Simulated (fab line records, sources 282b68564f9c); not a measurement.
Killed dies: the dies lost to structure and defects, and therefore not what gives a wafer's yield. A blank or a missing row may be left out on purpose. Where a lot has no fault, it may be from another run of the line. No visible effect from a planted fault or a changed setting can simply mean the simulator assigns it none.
fab line records -- flow rit_cmos
[record] lots = 5, wafers = 13, last_day = 7
route steps=202 shown SILICIDE@167 CONTACT@168
lots untouched by any fault: they come from a run of this same line in which no faults occurred
start_h: hours from the record's first day to the start of the lot's first wafer shown -- wait_h: how many hours have passed since the lot's step before this one -- " as in the row above -- L1.1+2: one row covering several wafers at once -- - no value present, or no start provided -- * or withheld: withheld -- < > ~ a bound
route shown NAME@n: a module of which the file shows steps, and the number in the route of the first -- usual: mean/standard deviation of fault-free wafers -- same: alike in all rows -- chamber/n: place in a boat -- sites: the reading at each site -- _std_site: how widely they spread, as a standard deviation -- _edge_site: the outer-site mean with the inner-site mean subtracted -- radius_mm: for every site, how far away it sits from the centre of the wafer -- mask NAME#n: copy n -- behind: the last tool/chamber to shape the wafer -- hold: reason for holding the lot/hours on hold/outcome of the hold -- device: whichever transistor did not switch (one of n, p or np) -- end of line: the same wafers' tests at the end of the route -- a step with no rows: only its recipe -- killed: not the wafer's yield, but the dies lost to structure and defects at the first sort -- map: a wafer's dies, x killed, . not, _ none there
set.NAME: the setting the step ran with; set.NAME@STEP: the setting that earlier step ran with -- model.NAME: the simulator's own value behind a step, which no gauge read
a table for each step, a row for each wafer; lots at some steps of the route
services: the hour from which a tool's chamber was out of use, counted from the record's first day as start_h (under 0 if before that day), plus the number of hours and why
[[steps]]
[step RIT_SILICIDE_RTA_06]
[recipe] temp_c = 750, time_s = 9.691, idle_temp_c = 25, ramp_up_s = 5, ramp_down_s = 10, cool_to_c = 25, ambient = N2
[usual] anneal_temp_c_max = 754.2/1.5, wafer_temp_C_max = 753.1/1.2
lot.wafer,tool,chamber,start_h,wait_h,anneal_temp_c_max,wafer_temp_C_max
L628.1,rtp_anneal-01,0,57.77,0.0,753.9,752.2
L628.4,rtp_anneal-01,0,57.77,0.0,752.9,752.5
L628.6,rtp_anneal-01,0,57.77,0.0,753.6,751.8
L633.2,rtp_anneal-02,0,80.76,0.0,755.4,754.0
L633.3,rtp_anneal-02,0,80.76,0.0,755.1,754.2
L633.5,rtp_anneal-02,0,80.76,0.0,757.4,754.6
L644.1,rtp_anneal-01,0,136.25,0.0,752.9,752.4
L646.4,rtp_anneal-01,0,145.74,0.0,752.3,752.3
L646.5,rtp_anneal-01,0,145.74,0.0,752.6,752.0
L646.6,rtp_anneal-01,0,145.74,0.0,752.0,751.6
L650.2,rtp_anneal-01,0,164.68,0.0,752.5,752.0
L650.4,rtp_anneal-01,0,164.68,0.0,753.0,752.3
L650.6,rtp_anneal-01,0,164.68,0.0,753.1,751.5
[step RIT_CONTACT_CVD_00]
[recipe] material = SiO2, target_thk_nm = 400, precursor = TEOS, temp_c = 390, time_s = 61, rf_w = 400
[usual] heater_power_w = 331/52, susceptor_temp_C = 390.00/0.22
lot.wafer,tool,chamber,start_h,wait_h,heater_power_w,susceptor_temp_C
L628.1,pecvd-04,1,57.91,0.1,364,390.09
L628.4,pecvd-04,2,57.91,0.1,340,389.56
L628.6,pecvd-04,0,57.91,0.1,370,389.49
L633.2,pecvd-01,0,80.81,0.0,365,390.10
L633.3,pecvd-01,2,80.81,0.0,282,390.46
L633.5,pecvd-01,0,80.81,0.0,278,390.15
L644.1,pecvd-02,0,136.31,0.1,321,389.89
L646.4,pecvd-04,0,145.80,0.0,363,390.43
L646.5,pecvd-04,1,145.80,0.0,288,389.74
L646.6,pecvd-04,2,145.80,0.0,280,390.01
L650.2,pecvd-02,0,164.73,0.0,310,389.67
L650.4,pecvd-02,1,164.73,0.0,433,390.22
L650.6,pecvd-02,2,164.73,0.0,313,389.96
[step RIT_CONTACT_THK_MEAS_01]
[recipe] reads = SiO2_of_CONTACT_CVD_00
[usual] CONTACT_TEOS_THK = 399/4.5
lot.wafer,tool,chamber,start_h,wait_h,CONTACT_TEOS_THK[nm]
L628.1,film_metro-02,-,57.96,0.0,394
L628.4,film_metro-02,-,57.96,0.0,400
L628.6,film_metro-02,-,57.96,0.0,403
L633.2,film_metro-02,-,80.87,0.0,398
L633.3,film_metro-02,-,80.87,0.0,395
L633.5,film_metro-02,-,80.87,0.0,402
L644.1,film_metro-03,-,136.36,0.0,402
L646.4,film_metro-01,-,145.85,0.0,398
L646.5,film_metro-01,-,145.85,0.0,401
L646.6,film_metro-01,-,145.85,0.0,404
L650.2,film_metro-02,-,164.79,0.0,392
L650.4,film_metro-02,-,164.79,0.0,398
L650.6,film_metro-02,-,164.79,0.0,404
[step RIT_CONTACT_HMDS_02]
[recipe] prime_time_s = 60, prime_temp_c = 140
[step RIT_CONTACT_COAT_03]
[recipe] resist = NOVOLAK, spin_rpm = 3250, resist_thk_nm = 1000
[step RIT_CONTACT_SOFTBAKE_04]
[recipe] resist = NOVOLAK, temp_c = 90, time_s = 60
[step RIT_CONTACT_EXPOSE_05]
[recipe] mask_id = M11, na = 0.6, source_shape = conventional, sigma_outer = 0.5, target_cd_nm = 1000, dose_mj = 250
[step RIT_CONTACT_PEB_06]
[recipe] resist = NOVOLAK, temp_c = withheld, time_s = withheld
[step RIT_CONTACT_DEVELOP_07]
[recipe] resist = NOVOLAK, develop_time_s = 120, dev_temp_c = 23
[step RIT_CONTACT_CD_MEAS_08]
[recipe] target_cd_nm = 1000
[usual] cd_nm = 999.3/1.8
lot.wafer,tool,chamber,start_h,wait_h,cd_nm
L628.1,cd_sem-01,-,58.98,-,1000.1
L628.4,cd_sem-01,-,58.98,-,1000.0
L628.6,cd_sem-01,-,58.98,-,1000.6
L633.2,cd_sem-02,-,82.03,-,996.9
L633.3,cd_sem-02,-,82.03,-,996.6
L633.5,cd_sem-02,-,82.03,-,997.7
L644.1,cd_sem-02,-,137.39,-,1000.9
L646.4,cd_sem-02,-,146.91,-,997.4
L646.5,cd_sem-02,-,146.91,-,999.0
L646.6,cd_sem-02,-,146.91,-,998.9
L650.2,cd_sem-02,-,165.83,-,997.7
L650.4,cd_sem-02,-,165.83,-,998.1
L650.6,cd_sem-02,-,165.83,-,997.3
[step RIT_CONTACT_OVL_MEAS_09]
[usual] CONTACT_OVL = 0.2/1.2
lot.wafer,tool,chamber,start_h,wait_h,CONTACT_OVL[nm]
L628.1,overlay-02,-,59.10,0.1,0.3
L628.4,overlay-02,-,59.10,0.1,-0.7
L628.6,overlay-02,-,59.10,0.1,0.0
L633.2,overlay-02,-,82.14,0.1,-0.3
L633.3,overlay-02,-,82.14,0.1,-0.6
L633.5,overlay-02,-,82.14,0.1,1.2
L644.1,overlay-02,-,137.51,0.1,0.8
L646.4,overlay-02,-,146.99,0.1,-0.8
L646.5,overlay-02,-,146.99,0.1,-0.5
L646.6,overlay-02,-,146.99,0.1,0.1
L650.2,overlay-01,-,165.94,0.1,-0.5
L650.4,overlay-01,-,165.94,0.1,-0.4
L650.6,overlay-01,-,165.94,0.1,-0.4
[step RIT_CONTACT_HARDBAKE_10]
[recipe] resist = NOVOLAK, temp_c = 140, time_s = 60
[step RIT_CONTACT_ETCH_11]
[recipe] target_depth_a = 4800, over_etch_frac = 0.2, stop_on = TiSi2, chemistry = CHF3/CF4/Ar, target = SiO2, CHF3_flow_sccm = 50, cf4_flow_sccm = 10, Ar_flow_sccm = 100, O2_flow_sccm = 5, pressure_mtorr = 100, rf_w = 206.3, time_s = 320
[usual] CHF3_flow_sccm = 49.99/0.15, drypump_motor_current_A = 5.6/0.33, mfc_ar_sccm = 100.0/0.34, oes_product_au = 0.995/0.0096, throttle_valve_pct = 8.82/0.1
[same] over_etch_frac = 0.2
lot.wafer,tool,chamber,start_h,wait_h,CHF3_flow_sccm,drypump_motor_current_A,mfc_ar_sccm,oes_product_au,rf_hours_counter_h,throttle_valve_pct,model.CONTACT.feature_depth_nm,model.etch.depth_nm,model.NOVOLAK_of_CONTACT_COAT_03.thk_nm
L628.1,rie_diel-03,1,59.29,0.1,50.24,5.6,99.7,0.996,73,8.81,394.5,394.5,765.4
L628.4,rie_diel-03,3,59.29,0.1,49.94,5.8,100.5,0.984,60,8.83,399.8,399.8,764.3
L628.6,rie_diel-03,0,59.29,0.1,49.79,5.8,99.7,0.994,-,8.90,402.6,402.6,766.1
L633.2,rie_diel-04,3,82.32,0.1,50.28,5.7,100.3,0.995,8,8.65,398.2,398.2,765.2
L633.3,rie_diel-04,1,82.32,0.1,50.01,5.0,99.4,1.017,107,8.67,394.3,394.3,769.8
L633.5,rie_diel-04,0,82.32,0.1,50.23,5.4,99.9,1.006,-,8.72,401.7,401.7,765
L644.1,rie_diel-03,0,137.70,0.1,50.15,5.8,100.4,0.986,25,8.91,335.2,335.2,805.2
L646.4,rie_diel-04,1,147.16,0.1,50.05,5.0,100.2,1.006,108,8.66,397.8,397.8,770.4
L646.5,rie_diel-04,0,147.16,0.1,49.76,5.4,100.5,1.010,-,8.72,401.3,401.3,767.5
L646.6,rie_diel-04,3,147.16,0.1,50.13,5.7,100.2,0.996,-,8.67,403.6,403.6,765.6
L650.2,rie_diel-01,1,166.12,0.1,50.05,5.4,99.2,0.979,111,8.89,391.9,391.9,763.5
L650.4,rie_diel-01,2,166.12,0.1,49.79,6.1,99.7,0.999,148,8.80,397.8,397.8,763
L650.6,rie_diel-01,1,166.12,0.1,49.91,5.3,99.7,0.985,-,8.88,403.5,403.5,762.9
[step RIT_CONTACT_STRIP_12]
[recipe] chemistry = O2, time_s = 180, resist = NOVOLAK, platen_temp_c = withheld, power_w = 500, pressure_mtorr = 4000, o2_flow_sccm = 4000
[usual] drypump_motor_current_A = 5.86/0.29
lot.wafer,tool,chamber,start_h,wait_h,drypump_motor_current_A,rf_hours_counter_h
L628.1,plasma_asher-03,0,59.48,0.1,6.07,41
L628.4,plasma_asher-03,0,59.48,0.1,6.05,-
L628.6,plasma_asher-03,1,59.48,0.1,5.49,-
L633.2,plasma_asher-02,1,82.51,0.1,5.78,31
L633.3,plasma_asher-02,1,82.51,0.1,5.77,-
L633.5,plasma_asher-02,0,82.51,0.1,5.94,-
L644.1,plasma_asher-02,0,137.89,0.1,5.94,37
L646.4,plasma_asher-02,0,147.41,0.2,5.94,-
L646.5,plasma_asher-02,0,147.41,0.2,5.94,-
L646.6,plasma_asher-02,1,147.41,0.2,5.79,-
L650.2,plasma_asher-03,1,166.31,0.1,5.50,5
L650.4,plasma_asher-03,0,166.31,0.1,6.01,-
L650.6,plasma_asher-03,0,166.31,0.1,6.04,-
[[services]]
tool,chamber,start_h,hours,kind
pecvd-01,-,58.90,0.8,repair
pecvd-02,2,86.60,20.2,repair
rie_diel-01,3,99.00,7.7,repair
pecvd-01,1,100.20,4.7,repair
rie_diel-01,3,106.66,-,clean
rie_diel-01,3,106.66,23.5,scheduled_down
rie_diel-01,3,106.66,23.5,vent_cycle
rie_diel-04,0,106.71,3.4,repair
pecvd-01,0,107.68,11.4,repair
plasma_asher-03,-,108.75,9.0,pm
plasma_asher-03,0,108.75,9.0,vent_cycle
plasma_asher-03,1,108.75,9.0,vent_cycle
plasma_asher-03,0,117.75,-,clean
plasma_asher-03,1,117.75,-,clean
rie_diel-01,0,118.56,13.5,repair
rie_diel-03,-,120.31,2.8,pm
rie_diel-04,-,141.30,0.2,repair
pecvd-02,2,147.13,5.9,repair
plasma_asher-03,-,153.41,2.8,pm
[[key]]
first_sign none at tools or gauges
[model_effect] step = RIT_CONTACT_ETCH_11, value = CONTACT.feature_depth_nm, without = 401.9, struck = 335.2
met_at RIT_CONTACT_ETCH_11
struck_wafers L644.1
later_rows_left_out L644.1
sort_left_out L644.1
tester_left_out L644
onset_between 59.29 137.70
[earlier_fault] kind = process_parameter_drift, tool = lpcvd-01, chamber = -, onset_h = 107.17, steps = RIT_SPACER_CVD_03, channel = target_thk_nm, offset = 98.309, shape = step, end_h = 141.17, acts_in = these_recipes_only, stated = 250
[fault] kind = process_parameter_drift, tool = rie_diel-03, chamber = 0, onset_h = 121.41, steps = RIT_CONTACT_ETCH_11, channel = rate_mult, offset = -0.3, shape = step
// tester_left_out: of these lots the tester's yield and bins aren't shown, on N5 and GAA mostly nor the transistor test; their killed dies are dies lost to structure and defects alone, not to doping, threshold or leakage, so they don't give the yield
// sort_left_out: the simulated sort isn't trusted on such a fault, so these wafers' sort isn't shown, and their yield isn't known
// later_rows_left_out: the simulator's readings of these wafers behind a module that went badly wrong aren't trusted and aren't shown, but for the sort
